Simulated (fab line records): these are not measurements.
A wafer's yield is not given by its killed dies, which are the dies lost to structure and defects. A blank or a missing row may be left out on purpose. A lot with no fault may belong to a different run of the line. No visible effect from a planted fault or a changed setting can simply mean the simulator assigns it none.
Split-lot trial    flow ritCmos    23 wafers read from 5 lots, route of 202 steps

== SPLIT DETAILS ==
At RIT_PRETRO_IMPLANT_08, the setting doseCm2 was moved away from the recipe's 1.2e+13 on 9 of the 23 wafers read, by -7.2% to +5.6%. The other wafers ran this setting at the recipe's value.

== THE PATH FROM SPLIT TO READING: the file shows 1 step between them ==
- RIT_PRETRO_STRIP_09: strips in O2, time 180 s

== THE READING ==
PRETRO_TW, at RIT_PRETRO_TW_MEAS_10. Fault-free wafers of this fab line usually give 474, standard deviation 3.8.

wafer   tool, chamber at the split  doseCm2 as run  against the recipe  PRETRO_TW  against lot-mates on the recipe
L074.1  implanter-03, 0             1.267e+13       +5.6%               484        +9
L074.2  implanter-03, 0             1.2e+13         recipe              474        -
L074.4  implanter-03, 0             1.267e+13       +5.6%               480        +5
L074.5  implanter-03, 0             1.2e+13         recipe              476        -
L074.6  implanter-03, 0             1.267e+13       +5.6%               482        +7
L077.1  implanter-03, 0             1.2e+13         recipe              474        -
L077.2  implanter-03, 0             1.127e+13       -6.1%               465        -10
L077.3  implanter-03, 0             1.127e+13       -6.1%               464        -11
L077.4  implanter-03, 0             1.2e+13         recipe              476        -
L077.5  implanter-03, 0             1.127e+13       -6.1%               466        -9
L081.1  implanter-04, 0             1.2e+13         recipe              470        -
L081.3  implanter-04, 0             1.2e+13         recipe              468        -
L081.4  implanter-04, 0             1.2e+13         recipe              467        -
L081.5  implanter-04, 0             1.2e+13         recipe              467        -
L081.6  implanter-04, 0             1.2e+13         recipe              467        -
L082.2  implanter-01, 0             1.114e+13       -7.2%               467        -11
L082.3  implanter-01, 0             1.2e+13         recipe              478        -
L082.4  implanter-01, 0             1.2e+13         recipe              478        -
L082.5  implanter-01, 0             1.114e+13       -7.2%               467        -11
L082.6  implanter-01, 0             1.114e+13       -7.2%               468        -10
L085.3  implanter-03, 0             1.2e+13         recipe              476        -
L085.4  implanter-03, 0             1.2e+13         recipe              475        -
L085.5  implanter-03, 0             1.2e+13         recipe              475        -

THE FIT
A straight line over all 23 wafers: PRETRO_TW changes by +1.2 for each +1% of doseCm2; r = +0.80; the points scatter about the line by 3.6.
The same after taking each lot's own level away (the mean of its wafers on the recipe; 23 wafers): +1.45 for each +1%; r = +0.98; scatter 1.1.
Per that fit: largest doseCm2 move, reading shift of 10.
From 467.8 to 478.0: that is the span of the lots' own levels, equal to 2.7 times the standard deviation above.
So the lot-to-lot level blurs the effect unless lot-mates are compared.
Check: -10.7 against its lot-mates is what the line predicts for one of the wafers moved furthest among these (-7.2%) when that wafer is left out of the fit. Against them it came out at -11.

== ADDITIONAL SPLITS CARRIED BY THESE WAFERS ==
Note: prior to the reading, these wafers also went through further splits. Each is held against what the fit with the lots' levels taken away leaves over:
other split on the same wafers      wafers away from the commonest value  r with PRETRO_TW (lot level and that fit taken away)
RIT_ACTIVE_CVD_03 tempC             5                                     -0.18
RIT_ACTIVE_DEVELOP_10 developTimeS  7                                     +0.03
RIT_ACTIVE_ETCH_13 timeS            6                                     +0.29
RIT_FOX2_OXIDATION_00 tempC         18                                    -0.02
RIT_NRETRO_IMPLANT_08 energyKev     7                                     +0.20
RIT_PRETRO_COAT_01 resistThkNm      10                                    +0.13

== THE FILE'S OWN FIT ==
PRETRO_TW changes by +1.5 for each +1% of doseCm2, r = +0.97.
